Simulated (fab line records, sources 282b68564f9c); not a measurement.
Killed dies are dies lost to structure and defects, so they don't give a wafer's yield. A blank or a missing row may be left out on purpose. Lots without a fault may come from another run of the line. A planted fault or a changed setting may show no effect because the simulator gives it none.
fab line records | flow rit_cmos
record lots=13 wafers=39 last_day=7
route steps=202 shown PWELL@45 NRETRO@56 PRETRO@74 PLDD@159 SILICIDE@167
lots that met no fault: from a run of the same line without faults
start_h: hours from the record's first day to the start of the lot's first wafer shown | wait_h: hours since the lot's step before | " the same as in the row above | L1.1+2: a row that stands for several wafers | - no value, or no start given | * or withheld: withheld | < > ~ a bound
route shown NAME@n: a module of which the file shows steps, and the number in the route of the first | usual: mean/standard deviation of fault-free wafers | same: alike in all rows | chamber/n: place in a boat | sites: the reading at each site | _std_site: their standard deviation | _edge_site: outer sites' mean less inner sites' | radius_mm: how far each site lies from the wafer's centre | mask NAME#n: copy n | behind: the tool/chamber that last shaped the wafer | hold: why the lot was held/for how many hours/how that ended | device: the transistor (n, p or np) that didn't switch | end of line: the same wafers' tests at the end of the route | a step without rows: its recipe alone | killed: dies lost to structure and defects at the first sort, not the wafer's yield | map: a wafer's dies, x killed, . not, _ none there
set.NAME: the setting as run; set.NAME@STEP: as run at that earlier step | model.NAME: the simulator's own value behind a step, which no gauge read
steps of the route over a sample of lots; a table a step, a row a wafer
services: from which hour (start_h, from the record's first day; less than 0 if before it) a tool's chamber was out of use, for how many hours, and why
## steps
# step RIT_PWELL_OVL_MEAS_06
# usual PWELL_OVL=-0.9/1.2
# columns lot.wafer tool chamber start_h wait_h PWELL_OVL[nm]
L321.1 overlay-01 - 29.36 - 0.3
L321.2 " - " " -0.3
L321.5 " - " " -0.9
L322.1 overlay-01 - 32.28 - 1.1
L322.3 " - " " -1.5
L322.5 " - " " -0.7
L323.1 overlay-01 - 37.07 - 0.5
L323.2 " - " " 0.2
L323.6 " - " " -1.3
L324.2 overlay-02 - 42.08 - 0.6
L324.4 " - " " -1.6
L324.5 " - " " -0.7
L325.2 overlay-02 - 49.31 - -0.5
L325.3 " - " " -0.1
L325.6 " - " " -1.4
L326.1 overlay-01 - 53.02 - -2.9
L326.2 " - " " -2.0
L326.3 " - " " -1.3
L327.1 overlay-02 - 58.09 - 1.1
L327.3 " - " " -2.9
L327.5 " - " " -0.7
L335.1 overlay-02 - 97.26 - 0.0
L335.2 " - " " 0.6
L335.3 " - " " 1.3
L336.2 overlay-01 - 102.01 - -1.8
L336.3 " - " " -2.6
L336.5 " - " " -1.5
L339.2 overlay-01 - 119.99 - -1.3
L339.4 " - " " -3.4
L339.5 " - " " -0.5
L340.1 overlay-01 - 127.46 - -0.3
L340.2 " - " " -1.3
L340.3 " - " " -2.1
L341.2 overlay-01 - 131.81 - -1.1
L341.4 " - " " 0.2
L341.5 " - " " -1.4
L342.3 overlay-02 - 134.52 - 0.0
L342.5 " - " " 0.1
L342.6 " - " " 1.2
# step RIT_NRETRO_EXPOSE_03
# recipe mask_id=M4 na=0.57 target_cd_nm=43900 dose_mj=250
# usual reticle_temp_C=23.01/0.092
# columns lot.wafer tool chamber start_h wait_h mask reticle_temp_C
L321.1 iline_stepper-02 0 35.93 0.2 M4#0 22.90
L321.2 " 0 " " M4#0 22.99
L321.5 " 0 " " M4#0 23.00
L322.1 iline_stepper-01 0 39.03 0.2 M4#0 23.04
L322.3 " 0 " " M4#0 23.02
L322.5 " 0 " " M4#0 23.16
L323.1 iline_stepper-02 0 43.64 0.2 M4#0 22.99
L323.2 " 0 " " M4#0 23.08
L323.6 " 0 " " M4#0 22.95
L324.2 iline_stepper-02 0 48.62 0.1 M4#0 22.93
L324.4 " 0 " " M4#0 22.88
L324.5 " 0 " " M4#0 23.02
L325.2 iline_stepper-02 0 55.77 0.1 M4#0 22.80
L325.3 " 0 " " M4#0 23.12
L325.6 " 0 " " M4#0 22.84
L326.1 iline_stepper-02 0 59.47 0.1 M4#0 22.96
L326.2 " 0 " " M4#0 22.89
L326.3 " 0 " " M4#0 23.01
L327.1 iline_stepper-02 0 64.53 0.1 M5#0 23.04
L327.3 " 0 " " M5#0 23.07
L327.5 " 0 " " M5#0 23.02
L335.1 iline_stepper-02 0 103.72 0.1 M4#0 23.04
L335.2 " 0 " " M4#0 23.13
L335.3 " 0 " " M4#0 23.02
L336.2 iline_stepper-01 0 110.00 0.2 M4#0 23.06
L336.3 " 0 " " M4#0 23.15
L336.5 " 0 " " M4#0 23.03
L339.2 iline_stepper-01 0 127.53 0.1 M4#0 23.23
L339.4 " 0 " " M4#0 23.04
L339.5 " 0 " " M4#0 23.07
L340.1 iline_stepper-01 0 133.90 0.1 M4#0 23.04
L340.2 " 0 " " M4#0 23.10
L340.3 " 0 " " M4#0 23.15
L341.2 iline_stepper-02 0 139.23 0.2 M4#0 22.91
L341.4 " 0 " " M4#0 22.93
L341.5 " 0 " " M4#0 22.97
L342.3 iline_stepper-02 0 141.50 0.1 M4#0 22.93
L342.5 " 0 " " M4#0 22.95
L342.6 " 0 " " M4#0 22.89
# step RIT_NRETRO_OVL_MEAS_06
# usual NRETRO_OVL=-0.7/1.5
# columns lot.wafer tool chamber start_h wait_h NRETRO_OVL[nm]
L321.1 overlay-02 - 36.36 - 0.6
L321.2 " - " " 1.8
L321.5 " - " " 3.1
L322.1 overlay-01 - 39.46 - -1.6
L322.3 " - " " -0.2
L322.5 " - " " -1.0
L323.1 overlay-01 - 44.07 - 0.5
L323.2 " - " " -1.6
L323.6 " - " " -0.2
L324.2 overlay-01 - 49.03 - 0.6
L324.4 " - " " -1.0
L324.5 " - " " 0.9
L325.2 overlay-02 - 56.19 - -0.2
L325.3 " - " " 0.7
L325.6 " - " " -0.3
L326.1 overlay-02 - 59.90 - -1.7
L326.2 " - " " 0.0
L326.3 " - " " -1.2
L327.1 overlay-02 - 64.96 - -
L327.3 " - " " -
L327.5 " - " " -
L335.1 overlay-01 - 104.15 - -0.9
L335.2 " - " " 0.5
L335.3 " - " " -0.3
L336.2 overlay-01 - 110.42 - 0.3
L336.3 " - " " -0.9
L336.5 " - " " -1.3
L339.2 overlay-01 - 127.94 - -1.7
L339.4 " - " " -2.1
L339.5 " - " " -1.6
L340.1 overlay-01 - 134.33 - -1.1
L340.2 " - " " -1.4
L340.3 " - " " -1.4
L341.2 overlay-02 - 139.64 - -2.8
L341.4 " - " " -3.4
L341.5 " - " " -3.4
L342.3 overlay-02 - 142.04 - -1.3
L342.5 " - " " -0.7
L342.6 " - " " -1.2
# step RIT_NRETRO_TW_MEAS_10
# usual NRETRO_TW=1055/6.8
# columns lot.wafer tool chamber start_h wait_h NRETRO_TW
L321.1 film_metro-02 - 36.97 0.1 1051
L321.2 " - " " 1057
L321.5 " - " " 1050
L322.1 film_metro-02 - 40.07 0.1 1049
L322.3 " - " " 1050
L322.5 " - " " 1052
L323.1 film_metro-02 - 44.68 0.1 1049
L323.2 " - " " 1054
L323.6 " - " " 1047
L324.2 film_metro-01 - 49.65 0.1 1060
L324.4 " - " " 1065
L324.5 " - " " 1068
L325.2 film_metro-02 - 56.84 0.1 1042
L325.3 " - " " 1044
L325.6 " - " " 1046
L326.1 film_metro-04 - 60.51 0.1 1059
L326.2 " - " " 1057
L326.3 " - " " 1052
L327.1 film_metro-04 - 65.57 0.1 30
L327.3 " - " " 30
L327.5 " - " " 30
L335.1 film_metro-04 - 104.76 0.1 1057
L335.2 " - " " 1060
L335.3 " - " " 1058
L336.2 film_metro-04 - 111.03 0.1 1052
L336.3 " - " " 1055
L336.5 " - " " 1054
L339.2 film_metro-04 - 128.56 0.1 1054
L339.4 " - " " 1052
L339.5 " - " " 1054
L340.1 film_metro-01 - 134.95 0.1 1060
L340.2 " - " " 1063
L340.3 " - " " 1060
L341.2 film_metro-04 - 140.26 0.1 1051
L341.4 " - " " 1056
L341.5 " - " " 1048
L342.3 film_metro-04 - 142.66 0.1 1046
L342.5 " - " " 1048
L342.6 " - " " 1048
# step RIT_PRETRO_TW_MEAS_10
# usual PRETRO_TW=480/6.4
# columns lot.wafer tool chamber start_h wait_h PRETRO_TW
L321.1 film_metro-01 - 38.52 0.1 486
L321.2 " - " " 483
L321.5 " - " " 483
L322.1 film_metro-01 - 41.81 0.1 484
L322.3 " - " " 484
L322.5 " - " " 485
L323.1 film_metro-03 - 46.33 0.1 474
L323.2 " - " " 475
L323.6 " - " " 471
L324.2 film_metro-01 - 51.31 0.1 490
L324.4 " - " " 485
L324.5 " - " " 487
L325.2 film_metro-03 - 58.39 0.1 470
L325.3 " - " " 471
L325.6 " - " " 471
L326.1 film_metro-01 - 62.18 0.1 487
L326.2 " - " " 484
L326.3 " - " " 487
L327.1 film_metro-03 - 67.12 0.1 1058
L327.3 " - " " 1062
L327.5 " - " " 1064
L335.1 film_metro-04 - 106.43 0.1 483
L335.2 " - " " 481
L335.3 " - " " 486
L336.2 film_metro-03 - 112.74 0.1 472
L336.3 " - " " 470
L336.5 " - " " 472
L339.2 film_metro-01 - 130.26 0.1 482
L339.4 " - " " 484
L339.5 " - " " 483
L340.1 film_metro-01 - 136.50 0.1 483
L340.2 " - " " 482
L340.3 " - " " 484
L341.2 film_metro-04 - 142.05 0.1 479
L341.4 " - " " 479
L341.5 " - " " 478
L342.3 film_metro-04 - 144.34 0.1 481
L342.5 " - " " 485
L342.6 " - " " 485
# step RIT_SDANNEAL_RS_MEAS_06
# recipe thk_meas_gauge=four-point-probe
# usual PLDD_RS=176.8/0.44
# columns lot.wafer tool chamber start_h wait_h PLDD_RS[ohm/sq]
L321.1 film_metro-04 - 56.34 0.1 177.1
L321.2 " - " " 177.0
L321.5 " - " " 176.9
L322.1 film_metro-04 - 59.74 0.1 176.8
L322.3 " - " " 176.7
L322.5 " - " " 176.2
L323.1 film_metro-04 - 64.64 0.1 176.6
L323.2 " - " " 177.3
L323.6 " - " " 177.0
L324.2 film_metro-04 - 71.31 0.1 176.4
L324.4 " - " " 175.7
L324.5 " - " " 176.4
L325.2 film_metro-04 - 76.57 0.1 177.6
L325.3 " - " " 177.2
L325.6 " - " " 177.2
L326.1 film_metro-04 - 79.81 0.1 176.3
L326.2 " - " " 176.8
L326.3 " - " " 177.1
L327.1 film_metro-04 - 84.88 0.1 175.8
L327.3 " - " " 176.3
L327.5 " - " " 176.9
L335.1 film_metro-02 - 125.72 0.1 177.0
L335.2 " - " " 176.8
L335.3 " - " " 177.2
L336.2 film_metro-04 - 137.00 0.1 177.2
L336.3 " - " " 177.6
L336.5 " - " " 177.0
L339.2 film_metro-02 - 150.04 0.1 176.7
L339.4 " - " " 176.7
L339.5 " - " " 177.0
L340.1 film_metro-01 - 154.35 0.1 177.2
L340.2 " - " " 177.1
L340.3 " - " " 177.5
L341.2 film_metro-01 - 159.26 0.1 177.3
L341.4 " - " " 177.4
L341.5 " - " " 177.8
L342.3 film_metro-04 - 161.49 0.1 176.5
L342.5 " - " " 176.3
L342.6 " - " " 176.7
# step RIT_SILICIDE_RTA_06
# recipe temp_c=750 time_s=10 idle_temp_c=25 ramp_up_s=5 ramp_down_s=10 cool_to_c=25 ambient=N2
# usual chamber_o2_ppm=2.001/0.025 wafer_temp_C_max=753.4/1.9
# columns lot.wafer tool chamber start_h wait_h chamber_o2_ppm wafer_temp_C_max
L321.1 rtp_anneal-01 0 57.04 0.0 2.019 751.8
L321.2 " 0 " " 2.003 751.5
L321.5 " 0 " " 2.029 751.9
L322.1 rtp_anneal-02 0 60.43 0.0 2.028 755.9
L322.3 " 0 " " 2.022 755.9
L322.5 " 0 " " 2.022 753.8
L323.1 rtp_anneal-01 0 65.33 0.0 2.023 751.3
L323.2 " 0 " " 2.034 752.1
L323.6 " 0 " " 2.018 751.5
L324.2 rtp_anneal-02 0 72.00 0.0 1.972 756.4
L324.4 " 0 " " 1.979 754.6
L324.5 " 0 " " 1.968 754.9
L325.2 rtp_anneal-01 0 77.25 0.0 1.992 751.9
L325.3 " 0 " " 2.029 752.3
L325.6 " 0 " " 2.040 751.6
L326.1 rtp_anneal-02 0 80.50 0.0 1.952 755.2
L326.2 " 0 " " 1.915 756.9
L326.3 " 0 " " 1.979 755.3
L327.1 rtp_anneal-01 0 85.57 0.0 2.008 751.2
L327.3 " 0 " " 2.000 752.2
L327.5 " 0 " " 1.986 751.6
L335.1 rtp_anneal-01 0 126.42 0.0 2.035 751.5
L335.2 " 0 " " 2.041 751.7
L335.3 " 0 " " 2.013 751.8
L336.2 rtp_anneal-01 0 137.68 0.0 2.029 751.1
L336.3 " 0 " " 1.975 751.3
L336.5 " 0 " " 2.006 750.6
L339.2 rtp_anneal-01 0 150.73 0.0 1.997 751.6
L339.4 " 0 " " 1.976 751.7
L339.5 " 0 " " 1.992 751.7
L340.1 rtp_anneal-02 0 155.05 0.0 1.966 754.9
L340.2 " 0 " " 1.972 756.5
L340.3 " 0 " " 1.975 756.0
L341.2 rtp_anneal-01 0 160.08 0.0 1.990 751.4
L341.4 " 0 " " 2.023 751.7
L341.5 " 0 " " 1.991 752.8
L342.3 rtp_anneal-02 0 162.16 0.0 1.979 755.1
L342.5 " 0 " " 1.983 755.3
L342.6 " 0 " " 1.979 754.5
## services
# columns tool chamber start_h hours kind
iline_stepper-01 - 30.54 1.7 pm
iline_stepper-02 - 63.48 0.7 repair
iline_stepper-01 0 96.05 - calibration
iline_stepper-02 - 108.39 1.7 pm
rtp_anneal-02 - 151.11 1.1 pm
## key
first_sign step=RIT_NRETRO_EXPOSE_03 reading=mask direction=changed
effect step=RIT_NRETRO_OVL_MEAS_06 reading=NRETRO_OVL direction=missing
effect step=RIT_NRETRO_TW_MEAS_10 reading=NRETRO_TW direction=down sigmas=99+ usual=1055 struck=30
effect step=RIT_PRETRO_TW_MEAS_10 reading=PRETRO_TW direction=up sigmas=91 usual=480 struck=1061
met_at RIT_NRETRO_EXPOSE_03
struck_lots L327
sort_left_out L327.1,L327.3,L327.5
tester_left_out L327
not_acting_at RIT_PWELL_OVL_MEAS_06,RIT_SDANNEAL_RS_MEAS_06,RIT_SILICIDE_RTA_06
onset_between 59.47 64.53
fault kind=wrong_mask tool=any chamber=- onset_h=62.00 steps=RIT_NRETRO_EXPOSE_03 aux_copy=M5#0 scope=struck_lots_only
# tester_left_out: of these lots the tester's yield and bins aren't shown, on N5 and GAA mostly nor the transistor test; their killed dies are dies lost to structure and defects alone, not to doping, threshold or leakage, so they don't give the yield
# sort_left_out: the simulated sort isn't trusted on such a fault, so these wafers' sort isn't shown, and their yield isn't known
